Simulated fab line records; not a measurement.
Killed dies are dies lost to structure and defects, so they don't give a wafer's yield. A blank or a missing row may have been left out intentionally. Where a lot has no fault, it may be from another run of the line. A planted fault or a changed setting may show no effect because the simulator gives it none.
Lot-split experiment	flow berkeley_cmos170	5 lots, 23 wafers read, on a route of 331 steps

== ON THE SPLIT ==
At UCB170_NSD_EXPOSE_03 (exposes mask NSELECT MOD, target cd 1200 nm), the setting dose_mj was moved away from the recipe's 30 on 6 of the 23 wafers read, by -7.4% to -1.9%. This setting was run at the recipe's value on the other wafers.

== FROM THE SPLIT TO THE READING: what the file shows between them, 2 steps ==
- UCB170_NSD_PEB_04
- UCB170_NSD_DEVELOP_05: develop time 45 s

== THE READING ==
At UCB170_NSD_CD_MEAS_06: cd_nm in nanometres, against a target cd of 1200 nm. Typical for fault-free wafers on this fab line: 1199.8 nm, with standard deviation 1.2 nm.

wafer	tool, chamber at the split	dose_mj as run	against the recipe	cd_nm, nm	against lot-mates on the recipe
L075.1	krf_scanner-02, 0	30	recipe	1200.1	-
L075.2	krf_scanner-02, 0	30	recipe	1200.1	-
L075.3	krf_scanner-02, 0	30	recipe	1198.6	-
L075.5	krf_scanner-02, 0	30	recipe	1199.1	-
L075.6	krf_scanner-02, 0	30	recipe	1199.4	-
L077.1	krf_scanner-01, 0	27.78	-7.4%	1184.0	-14.8
L077.2	krf_scanner-01, 0	30	recipe	1199.1	-
L077.3	krf_scanner-01, 0	27.78	-7.4%	1184.6	-14.2
L077.4	krf_scanner-01, 0	27.78	-7.4%	1185.3	-13.5
L077.5	krf_scanner-01, 0	30	recipe	1198.6	-
L079.2	krf_scanner-01, 0	30	recipe	1199.2	-
L079.3	krf_scanner-01, 0	30	recipe	1198.7	-
L079.4	krf_scanner-01, 0	30	recipe	1199.3	-
L083.1	krf_scanner-01, 0	30	recipe	1200.1	-
L083.2	krf_scanner-01, 0	30	recipe	1201.2	-
L083.3	krf_scanner-01, 0	30	recipe	1202.0	-
L083.4	krf_scanner-01, 0	30	recipe	1201.3	-
L083.5	krf_scanner-01, 0	30	recipe	1201.6	-
L084.1	krf_scanner-02, 0	29.42	-1.9%	1196.2	-4.1
L084.2	krf_scanner-02, 0	29.42	-1.9%	1195.2	-5.1
L084.3	krf_scanner-02, 0	29.42	-1.9%	1195.3	-5.0
L084.4	krf_scanner-02, 0	30	recipe	1200.8	-
L084.5	krf_scanner-02, 0	30	recipe	1199.9	-

FIT RESULTS
A straight line over all 23 wafers: cd_nm changes by +2.08 nm for each +1% of dose_mj; r = +0.98; the points scatter about the line by 1 nm.
The same after taking each lot's own level away (the mean of its wafers on the recipe; 23 wafers): +1.94 nm for each +1%; r = +0.99; scatter 0.65 nm.
That fit puts the effect of the largest move of dose_mj on the reading at 14 nm.
Measured against the standard deviation above, the lots' own levels, which go from 1198.85 to 1201.24 nm, span 2.0 times it.
Consequently the slope shifts little with the lot-to-lot level, the two slopes agreeing.
Check: -14.3 nm against its lot-mates is what the line predicts for one of the wafers moved furthest among these (-7.4%) when that wafer is left out of the fit. It came out at -14.8 nm against them.

== THESE WAFERS: OTHER SPLITS ==
Other splits were also applied to these wafers ahead of the reading. Each is held against what the fit with the lots' levels taken away leaves over:
other split on the same wafers	wafers away from the commonest value	r with cd_nm (lot level and that fit taken away)
UCB170_PWELL_OXIDATION_02 temp_c	18	+0.02
UCB170_PWELL_IMPLANT_15 energy_kev	8	+0.35
UCB170_SCREENOX_OXIDATION_01 ox_time_s	15	+0.35
UCB170_PVT_IMPLANT_07 energy_kev	11	-0.06
UCB170_PVT_STRIP_08 o2_flow_sccm	5	+0.01
UCB170_GATE_PEB_10 peb_temp_c	6	-0.13
UCB170_NLDD_IMPLANT_08 energy_kev	10	+0.17

== THE FILE'S OWN FIT ==
cd_nm changes by +1.96 nm for each +1% of dose_mj, r = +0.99.
